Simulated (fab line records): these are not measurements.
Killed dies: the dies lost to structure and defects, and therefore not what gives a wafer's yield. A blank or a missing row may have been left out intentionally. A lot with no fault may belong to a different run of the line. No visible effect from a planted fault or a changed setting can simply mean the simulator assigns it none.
Struck lot and sound lot, side by side | flow rit-cmos | 17 out of 202 route steps
Sound: the wafers L906.3, L906.4, L906.5. Struck: wafers L911.1, L911.5, L911.6. Last of all comes the cause.
Per side, at each step with rows, come the tool, then ch with its chambers, and then its first start. Under that, the readings that differ: sound wafers | struck wafers | difference of the means | sigmas: that difference in standard deviations of wafers without a fault.
alike: words and numbers the same on both sides, and readings whose means are apart by under 2 such deviations; not compared: readings that were withheld, readings missing a value for some wafer, numbers with overlapping values and no deviation given by the record, and bounds like >300 which may hide the same value.
A row with sigmas, a row that says differs or no value, or rows on one side alone: a step with any of these is where the two part. Numbers that don't overlap but have no deviation are shown without sigmas and don't part them. Lack of a reading on every wafer of one side parts them only where that side has two or more wafers.

RIT_CONTACT_STRIP_12: strips in O2, time 180 s.
  sound on plasma-asher-02 ch 0,1, day 5 10:55; struck on plasma-asher-04 ch 0,1, day 6 17:46
  alike: drypump-motor-current-A
  not compared: rf-hours-counter-h
RIT_CONTACT_CD_MEAS_90: the cd target is 1000 nm.
  sound on cd-sem-01, day 5 11:04; struck on cd-sem-01, day 6 17:56
  alike: cd-nm
then, 2 steps without rows for these wafers: RIT_CONTACT_CLEAN_13 (cleans in SC1, time 600 s); RIT_CONTACT_CLEAN_14 (cleans in SC2, time 600 s).
RIT_M1_SPUTTER_00: material Al, target thk 400 nm, time 500 s.
  sound on pvd-sputter-01, day 5 11:29; struck on pvd-sputter-01, day 6 18:24
  alike: chamber-pressure-pa, throttle-valve-pct
RIT_M1_RS_MEAS_01: the measuring method here is four-point-probe.
  sound on film-metro-02, day 5 11:50; struck on film-metro-04, day 6 18:42
  alike: M1_AL_RS
RIT_M1_THK_MEAS_02: measures by xrf.
  sound on film-metro-02, day 5 11:56; struck on film-metro-04, day 6 18:49
  alike: M1_AL_THK
then, 5 steps without rows for these wafers: RIT_M1_HMDS_03 (prime time 60 s); RIT_M1_COAT_04 (resist thk 1300 nm); RIT_M1_SOFTBAKE_05 (time 60 s); RIT_M1_EXPOSE_06 (exposes mask M12, target cd 2600 nm); RIT_M1_PEB_07.
RIT_M1_DEVELOP_08: develop time 68 s.
  sound on litho-track-02 ch 0, day 5 12:00; struck on litho-track-02 ch 0, day 6 19:00
  alike: developer-temp-C
RIT_M1_CD_MEAS_09: the cd target is 2600 nm.
  sound on cd-sem-02, day 5 12:53; struck on cd-sem-02, day 6 20:01
  reading    | sound                | struck | difference                    | sigmas
  cd-nm (nm) | 2600.3 2602.9 2601.0 | - - -  | no value on the struck wafers |
RIT_M1_OVL_MEAS_10:
  sound on overlay-01, day 5 12:59; struck on overlay-02, day 6 20:08
  reading     | sound        | struck | difference                    | sigmas
  M1_OVL (nm) | -1.0 1.6 0.0 | - - -  | no value on the struck wafers |
then, 1 step without rows for these wafers: RIT_M1_HARDBAKE_11 (time 120 s).
RIT_M1_PROBE_99:
  rows exist in the record for the sound wafers here (prober-02, day 5 15:37), none for the struck ones

== WHERE THEY PART ==
First at RIT_M1_CD_MEAS_09; last, within this record, at RIT_M1_PROBE_99.

WHY: whatever the simulator had introduced
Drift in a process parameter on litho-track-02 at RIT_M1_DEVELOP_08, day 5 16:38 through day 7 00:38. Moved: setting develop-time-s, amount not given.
